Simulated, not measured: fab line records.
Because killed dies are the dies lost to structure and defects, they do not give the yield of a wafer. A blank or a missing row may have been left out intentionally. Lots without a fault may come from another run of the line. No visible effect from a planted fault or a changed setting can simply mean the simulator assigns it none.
One fault through the eyes of 2 desks + flow ritCmos + every desk sees just its own numbers, and what lay behind them comes last

== DESK OF THE TOOL OWNER: plasmaAsher-03 ==
The tool's own readings at RIT_CONTACT_STRIP_12 (strips in O2, time 180 s): means of the sampled wafers that have a number, for each lot that ran on this tool. A lot is out of limits, marked OUT, if its mean lies more than 4 standard deviations from the usual mean; the brackets give that distance.
Columns: A = drypumpMotorCurrentA at RIT_CONTACT_STRIP_12, usual 5.93 A; B = runLengthS at RIT_CONTACT_STRIP_12, usual 208.25 s
| lot  | first seen here | A    | B                |
|------|-----------------|------|------------------|
| L529 | day 3 04:22     | 6.10 | 208.14           |
| L533 | day 4 03:08     | 6.10 | 208.07           |
| L540 | day 5 13:25     | 6.11 | 208.23           |
| L541 | day 5 16:14     | 6.09 | 196.51 (-42) OUT |
| L539 | day 5 18:20     | 6.09 | 196.51 (-42) OUT |
| L543 | day 6 11:42     | 6.05 | 196.68 (-41) OUT |
This desk's verdict: out of limits on L539, L541, L543, starting with L541 at day 5 16:14 (runLengthS at RIT_CONTACT_STRIP_12). L529, L533, L540: within limits.

== AT THE METROLOGY DESK ==
Means of the sampled wafers that have a number, per lot and without regard to the tool the lot ran on: this is what the gauges read. A lot is out of limits, marked OUT, if its mean lies more than 4 standard deviations from the usual mean; the brackets give that distance.
Columns: A = PWELL_OVL at RIT_PWELL_OVL_MEAS_06, usual -0.6 nm; B = NLDD_TW at RIT_NLDD_TW_MEAS_10, usual 2486
| lot  | first seen here | A    | B    |
|------|-----------------|------|------|
| L529 | day 1 22:05     | -2.1 | 2490 |
| L530 | day 2 02:58     | 0.2  | 2459 |
| L533 | day 2 19:20     | -1.2 | 2460 |
| L534 | day 2 23:17     | -1.7 | 2489 |
| L535 | day 3 04:13     | -1.7 | 2459 |
| L537 | day 3 15:13     | -1.2 | 2487 |
| L538 | day 3 19:17     | -0.8 | 2480 |
| L540 | day 4 05:01     | -0.2 | 2524 |
| L539 | day 4 06:48     | 0.7  | 2467 |
| L541 | day 4 10:31     | 0.6  | 2517 |
| L543 | day 5 00:52     | 0.8  | 2462 |
| L546 | day 5 10:53     | 0.1  | 2454 |
| L547 | day 5 16:31     | 0.1  | 2459 |
| L550 | day 6 08:40     | -0.6 | 2519 |
| L551 | day 6 13:34     | -0.6 | 2485 |
This desk's finding: nothing out of limits on any of the 15 lots.

== PUT TOGETHER ==
At day 5 16:14, on L539, L541, L543, the tool owner's desk was in a position to raise an alarm.
At the metrology desk, nothing out of limits was observed.
The metrology desk has L539, L541, L543 on record, within its limits.
The lots listed all ran RIT_CONTACT_STRIP_12 on plasmaAsher-03.

== WHAT THE SIMULATOR HAD INSERTED ==
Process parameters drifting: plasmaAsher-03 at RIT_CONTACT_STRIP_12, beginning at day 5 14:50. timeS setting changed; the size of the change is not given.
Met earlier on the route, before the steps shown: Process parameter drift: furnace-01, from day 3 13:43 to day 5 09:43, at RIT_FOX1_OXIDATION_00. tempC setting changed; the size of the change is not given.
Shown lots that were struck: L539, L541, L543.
Delay in hours, fault start to first out-of-limits reading, by desk: the tool owner's desk at 1.
